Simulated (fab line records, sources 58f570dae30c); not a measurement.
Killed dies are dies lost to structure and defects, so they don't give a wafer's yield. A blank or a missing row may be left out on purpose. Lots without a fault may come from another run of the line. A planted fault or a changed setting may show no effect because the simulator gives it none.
Problem report in the 8D (eight disciplines) form, filled by code | flow berkeley_cmos170 | the parts of the form that need people (team, actions taken, sign-off) are left out

1. THE PROBLEM
strip_time_to_endpoint_s at UCB170_PFIELD_STRIP_08 reads a mean of 6.74 s on 6 wafers of 2 lots; wafers without a fault read 21.60 s with a standard deviation of 0.066. That is -99 or more standard deviations from the usual mean.
The step: strips in O2.
First seen on wafer L402.2, day 7 15:23, on plasma_asher-03. The record holds 42 wafers of 14 lots with a number at this step. Rule for "out", or "out of limits": more than 4 standard deviations from the usual mean. The other wafers with a number count as sound.

2. WHAT IT IS AND WHAT IT IS NOT
question                    | is                                       | is not
which readings at this step | strip_time_to_endpoint_s, oes_product_au | o2_flow_sccm
which lots                  | L402, L406                               | L388, L391, L392, L395, L396, L398, L399, L400, L403, L404, L407, L411
which wafers of those lots  | all that have a number                   | -
read on which tools         | plasma_asher-02, plasma_asher-03         | plasma_asher-01
when                        | from day 7 15:23                         | up to then (27 sound wafers); but 9 sound wafers of L404, L407, L411 came after

3. SUSPECTS, AND WHAT RULES EACH OUT
Counting: a tool at a process step up to the reading stays a suspect if it ran every lot that is out and no sound lot after the first of them.
- litho_track-02 at UCB170_PFIELD_COAT_01 (resist thk 900 nm): kept. It ran every lot that is out, first L402 (day 7 13:50), and no sound lot after that; its last sound lot up to then is L400 (day 7 13:25).
Left after counting: litho_track-02 at UCB170_PFIELD_COAT_01.

4. THE CAUSE (what the simulator had put in)
Process parameter drift: litho_track-02, from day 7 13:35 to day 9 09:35, at UCB170_PFIELD_COAT_01. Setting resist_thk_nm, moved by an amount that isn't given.
Counting left only this tool.

5. THE CHAIN OF EFFECTS, in route order
Each row: a reading whose mean over the struck wafers that have a number lies more than 3 standard deviations from the usual. Only readings for which the record gives a usual standard deviation are gone through. hours: the time from each lot's start at the first step in this table that gives one to its start at this step, as a median over the lots. sigmas: the change in usual standard deviations.
hours | step                   | reading                  | usual      | on struck wafers | change | sigmas
0     | UCB170_PFIELD_STRIP_08 | oes_product_au           | 0.734 a.u. | 0.520            | -0.214 | -49
0     | UCB170_PFIELD_STRIP_08 | strip_time_to_endpoint_s | 21.60 s    | 6.74             | -14.86 | -99 or more
The process steps in it:
- UCB170_PFIELD_STRIP_08: strips in O2.
Later measuring or inspecting steps at which every struck wafer that the step has a row for has a number for every such reading, and none has moved that far: UCB170_CONTACT_CD_MEAS_90, UCB170_M1_THK_MEAS_02.

6. WHAT WOULD HAVE CAUGHT IT SOONER
In this record the first reading out of limits was taken at day 7 15:23, 2 hours after the fault began at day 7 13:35.
Of the lots that are out (2), L406 began UCB170_PFIELD_COAT_01 on litho_track-02 after day 7 15:23. A hold on the tool at that time would have spared it.
